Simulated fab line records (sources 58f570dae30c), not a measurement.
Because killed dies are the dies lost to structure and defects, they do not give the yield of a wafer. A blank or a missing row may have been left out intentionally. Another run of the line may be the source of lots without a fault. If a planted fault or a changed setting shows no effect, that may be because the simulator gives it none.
The tool behind it: which one? || flow berkeley-cmos170 || 18 wafers from 6 lots sampled at 2 of the route's 331 steps

WHAT THE GAUGES SHOWED, per wafer
UCB170_SDANNEAL_RS_MEAS_05: measures by four-point-probe.
{"lot": "L895", "measured": "day 7 03:10", "on": "film-metro-01", "NLDD_RS (ohm/sq)": "618.6 618.9 618.6"}
{"lot": "L897", "measured": "day 7 10:26", "on": "film-metro-01", "NLDD_RS (ohm/sq)": "618.4 617.3 616.5"}
{"lot": "L898", "measured": "day 7 10:04", "on": "film-metro-02", "NLDD_RS (ohm/sq)": "617.6 616.9 617.1"}
{"lot": "L901", "measured": "day 8 06:28", "on": "film-metro-01", "NLDD_RS (ohm/sq)": "617.4 617.6 617.8"}
{"lot": "L911", "measured": "day 10 04:47", "on": "film-metro-02", "NLDD_RS (ohm/sq)": "595.4 595.8 596.4"}
{"lot": "L916", "measured": "day 11 04:00", "on": "film-metro-01", "NLDD_RS (ohm/sq)": "617.7 617.9 618.2"}

WHICH TOOL RAN EACH LOT (tool, then ch and the chambers of the sampled wafers, then the start)
{"lot": "L895", "UCB170_NLDD_IMPLANT_09": "implanter-03 ch 0, day 6 14:05"}
{"lot": "L897", "UCB170_NLDD_IMPLANT_09": "implanter-02 ch 0, day 7 01:02"}
{"lot": "L898", "UCB170_NLDD_IMPLANT_09": "implanter-02 ch 0, day 7 01:59"}
{"lot": "L901", "UCB170_NLDD_IMPLANT_09": "implanter-03 ch 0, day 7 16:26"}
{"lot": "L911", "UCB170_NLDD_IMPLANT_09": "implanter-04 ch 0, day 9 16:16"}
{"lot": "L916", "UCB170_NLDD_IMPLANT_09": "implanter-02 ch 0, day 10 15:40"}
- UCB170_NLDD_IMPLANT_09

THE ANSWER, worked out from the rows above alone
Rule: the lots themselves supply what counts as usual. The widest of any qualifying gaps counts: lots, ordered by their means at a reading, are off when they make up no more than a third of the lots, leave a main group of 4 or more, and stand apart from it by 3 or more times the standard deviation of that group's means. The tables above print the reading to a certain number of digits; a main group whose means all agree to those digits is not used. A lot without any number at a reading at which 4 lots or more have one is off too. The other lots that the step has rows for count as sound.
Off: L911, at UCB170_SDANNEAL_RS_MEAS_05 (NLDD_RS). Main group: mean 617.8 ohm/sq, sd 0.53.
If a tool, at a process step before that reading, ran all the lots that are off and no sound lot after the first of them, it fits. The gauges at UCB170_SDANNEAL_RS_MEAS_05 are tried like those tools. Undecided on this evidence; 2 tools fit (implanter-04 at UCB170_NLDD_IMPLANT_09, film-metro-02 at UCB170_SDANNEAL_RS_MEAS_05).

WHAT THE SIMULATOR HAD INSERTED
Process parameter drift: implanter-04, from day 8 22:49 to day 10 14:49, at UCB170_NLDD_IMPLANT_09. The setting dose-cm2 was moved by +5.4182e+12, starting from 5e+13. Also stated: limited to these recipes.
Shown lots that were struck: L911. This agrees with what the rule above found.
